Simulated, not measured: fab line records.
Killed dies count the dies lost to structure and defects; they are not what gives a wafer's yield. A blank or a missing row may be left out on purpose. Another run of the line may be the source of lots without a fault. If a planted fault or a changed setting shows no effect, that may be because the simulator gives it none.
Split-lot trial ; flow rit-cmos ; 23 wafers read across 5 lots, on a route 202 steps long

ON THE SPLIT
At RIT_ACTIVE_OXIDATION_01 (target thk 46.8 nm, ox time 3360 s), the setting temp-c was moved away from the recipe's 1000 C on 20 of the 23 wafers read, by -2.6% to +2.9%. The other wafers ran this setting at the recipe's value.

Split to reading: the file shows no intervening step.

THE READING
ACTIVE_OXIDE_THK at RIT_ACTIVE_THK_MEAS_02, in nm. Fault-free wafers of this fab line usually give 47.2 nm, standard deviation 0.91 nm.

wafer;tool, chamber at the split;temp-c as run, C;against the recipe;ACTIVE_OXIDE_THK, nm;against lot-mates on the recipe
L075.1;furnace-02, 0;1000;recipe;47.3;-
L075.3;furnace-02, 0;1000;recipe;47.1;-
L075.6;furnace-02, 0;1000;recipe;47.1;-
L077.1;-, -;1010;+1.0%;51.4;no lot-mate on the recipe
L077.2;-, -;1010;+1.0%;50.7;no lot-mate on the recipe
L077.3;-, -;1010;+1.0%;51.0;no lot-mate on the recipe
L077.4;-, -;1010;+1.0%;51.3;no lot-mate on the recipe
L077.6;-, -;1010;+1.0%;51.5;no lot-mate on the recipe
L081.1;-, -;1026;+2.6%;60.1;no lot-mate on the recipe
L081.2;-, -;1026;+2.6%;59.9;no lot-mate on the recipe
L081.4;-, -;1026;+2.6%;60.5;no lot-mate on the recipe
L081.5;-, -;1026;+2.6%;60.1;no lot-mate on the recipe
L081.6;-, -;1026;+2.6%;60.3;no lot-mate on the recipe
L082.1;-, -;974.4;-2.6%;37.7;no lot-mate on the recipe
L082.2;-, -;974.4;-2.6%;37.6;no lot-mate on the recipe
L082.3;-, -;974.4;-2.6%;37.5;no lot-mate on the recipe
L082.4;-, -;974.4;-2.6%;38.0;no lot-mate on the recipe
L082.6;-, -;974.4;-2.6%;38.0;no lot-mate on the recipe
L085.1;-, -;1029;+2.9%;61.1;no lot-mate on the recipe
L085.3;-, -;1029;+2.9%;60.8;no lot-mate on the recipe
L085.4;-, -;1029;+2.9%;61.3;no lot-mate on the recipe
L085.5;-, -;1029;+2.9%;60.7;no lot-mate on the recipe
L085.6;-, -;1029;+2.9%;60.9;no lot-mate on the recipe

FIT RESULTS
A straight line over all 23 wafers: ACTIVE_OXIDE_THK changes by +4.32 nm for each +1% of temp-c; r = +1.00; the points scatter about the line by 0.93 nm.
Too few moved wafers have a lot-mate on the recipe to fit a line with each lot's own level taken away.

THE WHOLE CHAIN: every reading that the file lists as answering this split, in the file's order
step;what it does;reading;change (the file's fit);r (the file's)
RIT_ACTIVE_OXIDATION_01;target thk 46.8 nm, ox time 3360 s;SiO2_of_ACTIVE_OXIDATION_01.thk-nm (the simulator's own value, which no gauge read);+4.32 nm for each +1% of the setting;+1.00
RIT_ACTIVE_THK_MEAS_02;;ACTIVE_OXIDE_THK;+4.32 for each +1% of the setting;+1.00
RIT_FOX2_WET_ETCH_03;etches Si3N4 in H3PO4, target depth 195 nm, time 2700 s;SiO2_of_ACTIVE_OXIDATION_01.thk-nm (the simulator's own value, which no gauge read);+3.89 nm for each +1% of the setting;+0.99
RIT_M1_PROBE_99;;etest.pldd.width-nm (the simulator's own value, which no gauge read);-43.6 nm for each +1% of the setting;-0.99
RIT_M1_PROBE_99;;etest.nldd.width-nm (the simulator's own value, which no gauge read);-43.4 nm for each +1% of the setting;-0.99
RIT_M1_PROBE_99;;etest.pplus-sal.width-nm (the simulator's own value, which no gauge read);-20.9 nm for each +1% of the setting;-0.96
RIT_M1_PROBE_99;;etest.nmos-narrow.drive-ua-um (the simulator's own value, which no gauge read);-13.2 for each +1% of the setting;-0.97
RIT_M1_PROBE_99;;etest.pmos-narrow.drive-ua-um (the simulator's own value, which no gauge read);-5.44 for each +1% of the setting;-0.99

THE FILE'S OWN FIT
ACTIVE_OXIDE_THK changes by +4.32 nm for each +1% of temp-c, r = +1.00.
